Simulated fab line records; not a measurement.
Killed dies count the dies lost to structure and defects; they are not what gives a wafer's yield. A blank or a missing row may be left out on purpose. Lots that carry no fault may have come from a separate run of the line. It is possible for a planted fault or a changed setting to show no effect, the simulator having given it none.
A struck lot beside a sound one    flow rit_cmos    14 out of 202 route steps
Sound: these wafers, L601.1, L601.2, L601.6. The struck wafers were L614.2, L614.3, L614.4. At the end, the cause is stated.
At each step with rows: each side's tool, then ch and its chambers, then its first start. Under that, the readings that differ: sound wafers    struck wafers    difference of the means    sigmas: that difference in standard deviations of wafers without a fault.
alike: readings whose means differ by less than 2 such deviations, and words and numbers that are the same on both sides. not compared: withheld readings, readings that some wafer has no value for, bounds like >300 that may hide the same value, and numbers for which the record gives no deviation and whose values overlap.
Wherever a step has rows on one side only, a row that says differs or no value, or a row with sigmas, the two part there. Numbers that have no deviation but don't overlap get no sigmas and don't part them. A reading that every wafer of one side lacks parts them only if that side has two wafers or more.

RIT_ACTIVE_THK_MEAS_02:
  struck on film_metro-04, day 5 16:04; sound on film_metro-03, day 2 23:03
  alike: ACTIVE_OXIDE_THK
then, 1 step without rows for these wafers: RIT_ACTIVE_CVD_03 (deposits Si3N4 from SiH2Cl2/NH3, target thk 150 nm, time 1500 s).
RIT_ACTIVE_THK_MEAS_04:
  struck on film_metro-01, day 5 17:32; sound on film_metro-03, day 3 01:14
  alike: ACTIVE_NITRIDE_THK
then, 6 steps without rows for these wafers: RIT_ACTIVE_HMDS_05 (prime time 60 s); RIT_ACTIVE_COAT_06 (resist thk 1000 nm); RIT_ACTIVE_SOFTBAKE_07 (time 60 s); RIT_ACTIVE_EXPOSE_08 (exposes mask M1, target cd 1400 nm); RIT_ACTIVE_PEB_09; RIT_ACTIVE_DEVELOP_10 (develop time 50 s).
RIT_ACTIVE_CD_MEAS_11: the cd target is 1400 nm.
  struck on cd_sem-02, day 5 18:28; sound on cd_sem-02, day 3 02:16
  alike: cd_nm
then, 1 step without rows for these wafers: RIT_ACTIVE_HARDBAKE_12 (time 60 s).
RIT_ACTIVE_ETCH_13: etches Si3N4 in SF6, stops on SiO2, time 210 s, target depth 210 nm.
  sound on rie_diel-03 ch 1,2,3, day 3 02:32; struck on rie_diel-02 ch 0,1,2, day 5 18:43
  alike: drypump_motor_current_A, oes_product_au, throttle_valve_pct
  not compared: rf_hours_counter_h
RIT_ACTIVE_STRIP_14: strips in O2, time 180 s.
  sound on plasma_asher-02 ch 0,1, day 3 02:41; struck on plasma_asher-03 ch 0,1, day 5 18:50
  no value came back on the struck wafers for chamber_pressure_mTorr (mTorr), drypump_motor_current_A (A); on the sound wafers chamber_pressure_mTorr (mTorr) reads 3997 3997 4003
reading                                      sound  struck           difference  sigmas
model.NOVOLAK_of_ACTIVE_COAT_06.thk_nm (nm)  0 0 0  657.8 658 656.6  +657.5      
  not compared: rf_hours_counter_h
RIT_ACTIVE_CD_MEAS_90: the cd target is 1400 nm.
  struck on cd_sem-02, day 5 19:02; sound on cd_sem-02, day 3 02:51
  alike: cd_nm

## WHERE THEY PART
Only at RIT_ACTIVE_STRIP_14, as far as this record shows. Later steps at which nothing parts them and some readings are alike: RIT_ACTIVE_CD_MEAS_90.

WHY: the cause the simulator had injected
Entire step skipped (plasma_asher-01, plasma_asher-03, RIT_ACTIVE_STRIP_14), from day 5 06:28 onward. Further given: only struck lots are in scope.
